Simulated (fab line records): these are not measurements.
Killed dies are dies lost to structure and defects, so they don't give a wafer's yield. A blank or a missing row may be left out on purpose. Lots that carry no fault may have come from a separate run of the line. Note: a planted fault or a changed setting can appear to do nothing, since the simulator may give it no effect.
fab line records -- flow berkeley-cmos170
record lots=15, wafers=45, last-day=12
route steps=331 shown GATE@141 M2@273 M3@326
lots that met no fault: taken from a fault-free run of the same line
start-h: start of the lot's first displayed wafer, in hours after the record's first day -- wait-h: how many hours have passed since the lot's step before this one -- " repeats the value in the row above -- L1.1+2: a single row standing in for several wafers -- - value missing, or start not given -- * or withheld: withheld -- < > ~ a bound
route shown NAME@n: names a module that has steps shown in the file, with the first one's number in the route -- usual: average and standard deviation across the fault-free wafers -- same: alike in all rows -- chamber/n: place in a boat -- sites: the reading at each site -- _std_site: standard deviation across them -- _edge_site: the outer-site mean with the inner-site mean subtracted -- radius-mm: how far each site lies from the wafer's centre -- mask NAME#n: copy n -- behind: the tool/chamber that last shaped the wafer -- hold: why the lot went on hold/how many hours it stayed there/how the hold came to an end -- device: which transistor (n, p or np) failed to switch -- end of line: the same wafers' tests at the end of the route -- where a step has no rows: the recipe by itself -- killed: dies that structure and defects cost at the first sort, which is not the same as the wafer's yield -- map: per-die view of a wafer (x killed, . not killed, _ where there is no die)
set.NAME: the setting that was run; set.NAME@STEP: the one run at that earlier step -- model.NAME: the simulator's own value behind a step, which no gauge read
a sample of lots followed through the steps of the route, with each step as a table and each wafer as a row
services: a tool's chamber out of use, with start hour (start-h, from the record's first day; less than 0 if before it), hours out, and reason
## steps
# step UCB170_GATE_ETCH_15
# recipe chemistry=HBr/Cl2, target=poly-Si, stop-on=SiO2, over-etch-frac=0.3, icp-w=300, bias-w=150, time-s=56.3, pressure-mtorr=15, HBr_flow_sccm=150, Cl2_flow_sccm=50, target-depth-a=2782
# usual HBr_flow_sccm=150.0/0.42, bias-w=150.0/0.45, chamber-pressure-mTorr=15.000/0.013, drypump-motor-current-A=5.7/0.34, oes-product-au=0.838/0.014, over-etch-frac=0.3/0, throttle-valve-pct=26.38/0.22
lot.wafer,tool,chamber,start-h,wait-h,HBr_flow_sccm,bias-w,chamber-pressure-mTorr,drypump-motor-current-A,oes-product-au,over-etch-frac,rf-hours-counter-h,throttle-valve-pct
L847.2,rie-si-01,0,173.85,-,150.6,149.4,14.990,5.8,0.832,0.3,73,26.35
L847.3,rie-si-01,3,173.85,-,149.1,149.9,15.005,5.1,0.857,0.3,2,26.46
L847.5,rie-si-01,3,173.85,-,150.1,150.4,15.002,5.2,0.850,0.3,-,26.45
L849.2,rie-si-01,0,174.02,-,-,-,-,-,-,-,-,-
L849.4,rie-si-01,3,174.02,-,-,-,-,-,-,-,-,-
L849.6,rie-si-01,0,174.02,-,-,-,-,-,-,-,-,-
L846.3,rie-si-02,0,174.14,-,-,-,-,-,-,-,-,-
L846.4,rie-si-02,1,174.14,-,-,-,-,-,-,-,-,-
L846.5,rie-si-02,3,174.14,-,-,-,-,-,-,-,-,-
L855.1,rie-si-01,3,198.19,-,149.9,149.8,15.000,5.2,0.851,0.3,2,26.46
L855.2,rie-si-01,2,198.19,-,149.1,150.2,15.017,6.0,0.824,0.3,104,26.53
L855.5,rie-si-01,0,198.19,-,150.2,150.4,14.990,5.8,0.830,0.3,-,26.36
L853.2,rie-si-02,0,198.47,-,150.7,149.7,14.997,6.2,0.856,0.3,111,26.11
L853.4,rie-si-02,3,198.47,-,149.3,149.7,15.011,6.1,0.832,0.3,2,25.99
L853.5,rie-si-02,2,198.47,-,150.5,149.5,14.984,5.9,0.837,0.3,-,26.46
L854.3,rie-si-01,2,198.84,-,150.7,149.1,14.995,6.0,0.846,0.3,104,26.52
L854.5,rie-si-01,3,198.84,-,149.7,150.1,15.002,5.2,0.863,0.3,-,26.47
L854.6,rie-si-01,2,198.84,-,150.0,149.1,14.992,6.0,0.830,0.3,-,26.55
L852.2,rie-si-02,1,199.11,-,149.8,149.8,14.997,5.4,0.825,0.3,108,26.72
L852.5,rie-si-02,0,199.11,-,149.9,150.2,14.998,6.2,0.846,0.3,-,26.10
L852.6,rie-si-02,3,199.11,-,150.3,148.9,15.008,6.1,0.826,0.3,-,25.99
L851.2,rie-si-01,3,210.68,-,-,-,-,-,-,-,-,-
L851.4,rie-si-01,0,210.68,-,-,-,-,-,-,-,-,-
L851.6,rie-si-01,3,210.68,-,-,-,-,-,-,-,-,-
L856.2,rie-si-02,0,210.81,-,151.0,150.1,14.966,6.1,0.859,0.3,111,26.11
L856.4,rie-si-02,1,210.81,-,149.2,150.4,14.991,5.4,0.843,0.3,108,26.73
L856.6,rie-si-02,0,210.81,-,150.6,151.1,14.984,6.1,0.851,0.3,-,26.09
L857.1,rie-si-01,1,210.93,-,149.7,150.6,15.013,5.5,0.817,0.3,2,26.58
L857.2,rie-si-01,2,210.93,-,149.4,149.6,15.013,6.0,0.831,0.3,104,26.56
L857.6,rie-si-01,0,210.93,-,149.9,150.1,15.009,5.8,0.834,0.3,-,26.35
L858.2,rie-si-02,2,215.79,-,149.6,149.7,15.014,5.8,0.833,0.3,92,26.46
L858.4,rie-si-02,2,215.79,-,149.4,149.3,14.984,5.9,0.830,0.3,-,26.45
L858.5,rie-si-02,1,215.79,-,149.5,150.0,14.999,5.4,0.845,0.3,-,26.72
L859.1,rie-si-01,1,215.86,-,149.7,149.9,15.008,5.5,0.821,0.3,2,26.56
L859.2,rie-si-01,0,215.86,-,150.5,149.7,14.987,5.8,0.839,0.3,73,26.36
L859.6,rie-si-01,1,215.86,-,149.4,150.6,15.002,5.5,0.827,0.3,-,26.57
L861.1,rie-si-02,2,232.32,-,149.5,149.5,15.001,5.8,0.839,0.3,93,26.44
L861.2,rie-si-02,1,232.32,-,150.6,150.1,14.996,5.4,0.836,0.3,108,26.70
L861.5,rie-si-02,3,232.32,-,150.5,149.7,15.007,6.1,0.840,0.3,-,25.99
L860.2,rie-si-01,1,232.51,-,150.3,150.6,15.003,5.5,0.815,0.3,2,26.58
L860.3,rie-si-01,2,232.51,-,149.9,149.9,15.007,6.0,0.824,0.3,104,26.53
L860.5,rie-si-01,3,232.51,-,149.4,150.5,15.012,5.2,0.859,0.3,-,26.45
L863.2,rie-si-01,3,250.92,-,149.7,149.8,15.002,5.1,0.873,0.3,2,26.46
L863.3,rie-si-01,1,250.92,-,150.4,150.2,14.988,5.5,0.825,0.3,2,26.59
L863.6,rie-si-01,3,250.92,-,149.5,150.1,15.000,5.2,0.868,0.3,-,26.48
# step UCB170_GATE_CD_MEAS_90
# recipe target-cd-nm=350
# usual cd-nm=350.0/1.9
lot.wafer,tool,chamber,start-h,wait-h,cd-nm
L847.2,cd-sem-01,-,174.02,0.1,348.2
L847.3,cd-sem-01,-,174.02,0.1,349.4
L847.5,cd-sem-01,-,174.02,0.1,349.2
L849.2,cd-sem-01,-,174.19,0.1,-
L849.4,cd-sem-01,-,174.19,0.1,-
L849.6,cd-sem-01,-,174.19,0.1,-
L846.3,cd-sem-02,-,174.33,0.1,-
L846.4,cd-sem-02,-,174.33,0.1,-
L846.5,cd-sem-02,-,174.33,0.1,-
L855.1,cd-sem-02,-,198.34,0.1,348.4
L855.2,cd-sem-02,-,198.34,0.1,352.8
L855.5,cd-sem-02,-,198.34,0.1,350.1
L853.2,cd-sem-01,-,198.64,0.1,350.2
L853.4,cd-sem-01,-,198.64,0.1,349.7
L853.5,cd-sem-01,-,198.64,0.1,349.9
L854.3,cd-sem-01,-,199.07,0.1,348.4
L854.5,cd-sem-01,-,199.07,0.1,349.7
L854.6,cd-sem-01,-,199.07,0.1,348.1
L852.2,cd-sem-01,-,199.29,0.1,354.1
L852.5,cd-sem-01,-,199.29,0.1,353.3
L852.6,cd-sem-01,-,199.29,0.1,354.0
L851.2,cd-sem-01,-,210.87,0.1,-
L851.4,cd-sem-01,-,210.87,0.1,-
L851.6,cd-sem-01,-,210.87,0.1,-
L856.2,cd-sem-02,-,210.97,0.1,351.0
L856.4,cd-sem-02,-,210.97,0.1,348.1
L856.6,cd-sem-02,-,210.97,0.1,348.9
L857.1,cd-sem-01,-,211.07,0.1,350.8
L857.2,cd-sem-01,-,211.07,0.1,350.2
L857.6,cd-sem-01,-,211.07,0.1,349.6
L858.2,cd-sem-01,-,215.96,0.1,349.9
L858.4,cd-sem-01,-,215.96,0.1,350.1
L858.5,cd-sem-01,-,215.96,0.1,350.7
L859.1,cd-sem-02,-,216.02,0.1,348.6
L859.2,cd-sem-02,-,216.02,0.1,347.7
L859.6,cd-sem-02,-,216.02,0.1,347.9
L861.1,cd-sem-02,-,232.47,0.1,351.3
L861.2,cd-sem-02,-,232.47,0.1,351.4
L861.5,cd-sem-02,-,232.47,0.1,350.8
L860.2,cd-sem-01,-,232.71,0.1,347.0
L860.3,cd-sem-01,-,232.71,0.1,349.2
L860.5,cd-sem-01,-,232.71,0.1,349.6
L863.2,cd-sem-01,-,251.09,0.1,353.3
L863.3,cd-sem-01,-,251.09,0.1,351.2
L863.6,cd-sem-01,-,251.09,0.1,350.9
# step UCB170_M2_RS_MEAS_02
# recipe thk-meas-gauge=four-point-probe, reads=Al_of_M2_SPUTTER_01
# usual M2_AL_RS=0.0311/0.00033
lot.wafer,tool,chamber,start-h,wait-h,M2_AL_RS[ohm/sq]
L847.2,film-metro-03,-,221.41,0.1,0.0313
L847.3,film-metro-03,-,221.41,0.1,0.0309
L847.5,film-metro-03,-,221.41,0.1,0.0308
L855.1,film-metro-03,-,233.45,0.0,0.0305
L855.2,film-metro-03,-,233.45,0.0,0.0308
L855.5,film-metro-03,-,233.45,0.0,0.0309
L854.3,film-metro-04,-,233.61,0.1,0.0309
L854.5,film-metro-04,-,233.61,0.1,0.0312
L854.6,film-metro-04,-,233.61,0.1,0.0310
L853.2,film-metro-03,-,235.92,0.1,0.0309
L853.4,film-metro-03,-,235.92,0.1,0.0308
L853.5,film-metro-03,-,235.92,0.1,0.0310
L852.2,film-metro-04,-,236.47,0.1,0.0308
L852.5,film-metro-04,-,236.47,0.1,0.0315
L852.6,film-metro-04,-,236.47,0.1,0.0318
L857.1,film-metro-04,-,240.96,0.0,0.0313
L857.2,film-metro-04,-,240.96,0.0,0.0313
L857.6,film-metro-04,-,240.96,0.0,0.0315
L856.2,film-metro-01,-,245.00,0.1,0.0313
L856.4,film-metro-01,-,245.00,0.1,0.0313
L856.6,film-metro-01,-,245.00,0.1,0.0312
L858.2,film-metro-01,-,250.88,0.1,0.0309
L858.4,film-metro-01,-,250.88,0.1,0.0309
L858.5,film-metro-01,-,250.88,0.1,0.0309
L859.1,film-metro-04,-,251.11,0.0,0.0309
L859.2,film-metro-04,-,251.11,0.0,0.0310
L859.6,film-metro-04,-,251.11,0.0,0.0308
L860.2,film-metro-03,-,262.88,0.1,0.0311
L860.3,film-metro-03,-,262.88,0.1,0.0317
L860.5,film-metro-03,-,262.88,0.1,0.0311
L861.1,film-metro-01,-,262.88,0.0,0.0308
L861.2,film-metro-01,-,262.88,0.0,0.0311
L861.5,film-metro-01,-,262.88,0.0,0.0312
L863.2,film-metro-01,-,277.11,0.1,0.0304
L863.3,film-metro-01,-,277.11,0.1,0.0310
L863.6,film-metro-01,-,277.11,0.1,0.0306
# step UCB170_M3_ETCH_17
# recipe chemistry=N2/H2, target-depth-a=withheld, overetch-a=withheld, target=BARC, time-s=withheld, source-w=500, bias-w=100, pressure-mtorr=30, n2-flow-sccm=100, h2-flow-sccm=200
# usual bias-w=100.02/0.28, chamber-pressure-mTorr=30.001/0.028, drypump-motor-current-A=5.9/0.4, n2-flow-sccm=99.9/0.32, oes-product-au=1.000/0.017, throttle-valve-pct=13.46/0.2
lot.wafer,tool,chamber,start-h,wait-h,bias-w,chamber-pressure-mTorr,drypump-motor-current-A,n2-flow-sccm,oes-product-au,throttle-valve-pct
L847.2,rie-diel-02,1,234.47,0.0,100.04,29.981,5.5,99.8,1.000,13.63
L847.3,rie-diel-02,3,234.47,0.0,99.83,29.957,5.6,99.9,1.009,13.06
L847.5,rie-diel-02,0,234.47,0.0,100.05,29.979,6.1,99.6,1.013,13.60
L855.1,rie-diel-02,1,243.37,0.0,100.01,30.035,5.5,99.6,0.996,13.61
L855.2,rie-diel-02,2,243.37,0.0,99.88,29.989,6.0,100.2,0.986,13.41
L855.5,rie-diel-02,1,243.37,0.0,99.86,30.001,5.5,99.7,0.996,13.62
L854.3,rie-diel-02,1,245.51,0.0,99.99,29.983,5.5,99.7,1.000,13.61
L854.5,rie-diel-02,1,245.51,0.0,99.77,29.982,5.5,99.9,1.006,13.61
L854.6,rie-diel-02,2,245.51,0.0,99.83,30.060,6.1,100.2,1.007,13.41
L852.2,rie-diel-04,0,245.88,0.0,99.98,30.032,5.6,99.9,1.012,13.58
L852.5,rie-diel-04,3,245.88,0.0,100.09,29.973,5.9,99.4,0.968,13.66
L852.6,rie-diel-04,2,245.88,0.0,99.91,30.005,5.3,100.1,1.003,13.28
L853.2,rie-diel-03,3,246.15,0.0,99.95,30.023,5.7,100.0,0.970,13.53
L853.4,rie-diel-03,1,246.15,0.0,99.69,30.005,5.7,100.7,1.002,13.07
L853.5,rie-diel-03,3,246.15,0.0,100.09,30.007,5.7,99.8,0.958,13.52
L857.1,rie-diel-04,3,248.80,0.0,100.44,30.014,5.9,99.8,0.959,13.65
L857.2,rie-diel-04,0,248.80,0.0,99.84,29.965,5.6,99.8,1.033,13.58
L857.6,rie-diel-04,1,248.80,0.0,99.79,30.022,6.5,99.9,1.002,13.67
L856.2,rie-diel-04,2,252.17,0.0,99.99,30.038,5.3,99.5,1.005,13.26
L856.4,rie-diel-04,3,252.17,0.0,99.78,30.017,5.9,100.0,0.961,13.65
L856.6,rie-diel-04,2,252.17,0.0,99.41,30.030,5.3,99.6,1.009,13.27
L858.2,rie-diel-04,2,260.25,0.0,99.91,29.988,5.3,100.8,1.000,13.26
L858.4,rie-diel-04,3,260.25,0.0,99.83,29.983,5.9,100.0,0.956,13.66
L858.5,rie-diel-04,3,260.25,0.0,99.87,30.008,5.9,100.2,0.971,13.63
L859.1,rie-diel-02,2,260.49,0.0,99.97,29.996,6.1,99.8,1.003,13.40
L859.2,rie-diel-02,1,260.49,0.0,99.89,30.016,5.5,100.3,1.011,13.62
L859.6,rie-diel-02,1,260.49,0.0,100.24,30.015,5.5,99.9,1.012,13.63
L861.1,rie-diel-04,2,269.96,0.0,99.51,30.008,5.3,99.6,1.004,13.29
L861.2,rie-diel-04,1,269.96,0.0,99.64,30.044,6.4,99.5,0.998,13.66
L861.5,rie-diel-04,0,269.96,0.0,99.82,30.021,5.6,100.1,1.016,13.59
L860.2,rie-diel-02,1,270.96,0.0,100.29,30.010,5.5,100.3,1.002,13.62
L860.3,rie-diel-02,3,270.96,0.0,99.94,29.991,5.6,100.1,1.011,13.06
L860.5,rie-diel-02,1,270.96,0.0,100.07,29.977,5.5,99.8,1.000,13.61
L863.2,rie-diel-03,0,285.42,0.0,99.70,29.997,6.3,99.7,0.998,13.41
L863.3,rie-diel-03,3,285.42,0.0,99.59,29.982,5.7,99.9,0.975,13.53
L863.6,rie-diel-03,3,285.42,0.0,100.05,29.989,5.7,100.1,0.969,13.52
# step UCB170_M3_CD_MEAS_90
# recipe target-cd-nm=700
# usual cd-nm=700/3.8
lot.wafer,tool,chamber,start-h,wait-h,cd-nm
L847.2,cd-sem-02,-,234.82,0.1,706
L847.3,cd-sem-02,-,234.82,0.1,705
L847.5,cd-sem-02,-,234.82,0.1,704
L855.1,cd-sem-02,-,243.70,0.1,700
L855.2,cd-sem-02,-,243.70,0.1,706
L855.5,cd-sem-02,-,243.70,0.1,701
L854.3,cd-sem-01,-,245.88,0.1,695
L854.5,cd-sem-01,-,245.88,0.1,696
L854.6,cd-sem-01,-,245.88,0.1,694
L852.2,cd-sem-01,-,246.23,0.1,703
L852.5,cd-sem-01,-,246.23,0.1,709
L852.6,cd-sem-01,-,246.23,0.1,705
L853.2,cd-sem-02,-,246.50,0.1,697
L853.4,cd-sem-02,-,246.50,0.1,698
L853.5,cd-sem-02,-,246.50,0.1,701
L857.1,cd-sem-02,-,249.13,0.1,699
L857.2,cd-sem-02,-,249.13,0.1,700
L857.6,cd-sem-02,-,249.13,0.1,702
L856.2,cd-sem-01,-,252.52,0.1,699
L856.4,cd-sem-01,-,252.52,0.1,702
L856.6,cd-sem-01,-,252.52,0.1,700
L858.2,cd-sem-01,-,260.60,0.1,704
L858.4,cd-sem-01,-,260.60,0.1,702
L858.5,cd-sem-01,-,260.60,0.1,700
L859.1,cd-sem-02,-,260.82,0.1,697
L859.2,cd-sem-02,-,260.82,0.1,694
L859.6,cd-sem-02,-,260.82,0.1,698
L861.1,cd-sem-02,-,270.29,0.1,701
L861.2,cd-sem-02,-,270.29,0.1,701
L861.5,cd-sem-02,-,270.29,0.1,695
L860.2,cd-sem-01,-,271.36,0.1,707
L860.3,cd-sem-01,-,271.36,0.1,705
L860.5,cd-sem-01,-,271.36,0.1,706
L863.2,cd-sem-02,-,285.77,0.1,694
L863.3,cd-sem-02,-,285.77,0.1,699
L863.6,cd-sem-02,-,285.77,0.1,692
## services
tool,chamber,start-h,hours,kind
rie-diel-02,1,158.63,5.6,repair
rie-diel-04,0,173.74,-,clean
rie-diel-04,0,173.74,13.6,scheduled-down
rie-diel-04,0,173.74,13.6,vent-cycle
rie-diel-03,3,190.02,2.4,repair
rie-diel-04,3,207.48,5.9,repair
rie-si-01,2,211.29,15.5,repair
rie-si-02,0,212.72,-,clean
rie-si-02,0,212.72,20.8,scheduled-down
rie-si-02,0,212.72,20.8,vent-cycle
rie-si-02,1,233.56,-,clean
rie-si-02,1,233.56,21.2,scheduled-down
rie-si-02,1,233.56,21.2,vent-cycle
rie-diel-02,3,239.65,14.5,repair
rie-si-01,2,239.82,-,clean
rie-si-01,2,239.82,15.7,scheduled-down
rie-si-01,2,239.82,15.7,vent-cycle
## key
first-sign step=UCB170_GATE_ETCH_15, reading=tool-record, direction=missing
effect step=UCB170_GATE_CD_MEAS_90, reading=cd-nm, direction=missing
met-at UCB170_GATE_ETCH_15
struck-lots L846,L849,L851
later-rows-left-out L846.3,L846.4,L846.5,L849.2,L849.4,L849.6,L851.2,L851.4,L851.6
sort-left-out L846.3,L846.4,L846.5,L849.2,L849.4,L849.6,L851.2,L851.4,L851.6
tester-left-out L846,L849,L851
not-acting-at UCB170_M2_RS_MEAS_02,UCB170_M3_ETCH_17,UCB170_M3_CD_MEAS_90
onset-between 173.85 174.02
fault kind=skipped-step-whole, tool=rie-si-01,rie-si-02, chamber=-, onset-h=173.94, steps=UCB170_GATE_ETCH_15, scope=struck-lots-only
# tester-left-out: of these lots the tester's yield and bins aren't shown, on N5 and GAA mostly nor the transistor test; their killed dies are dies lost to structure and defects alone, not to doping, threshold or leakage, so they don't give the yield
# sort-left-out: the simulated sort isn't trusted on such a fault, so these wafers' sort isn't shown, and their yield isn't known
# later-rows-left-out: the simulator's readings of these wafers behind a module that went badly wrong aren't trusted and aren't shown, but for the sort
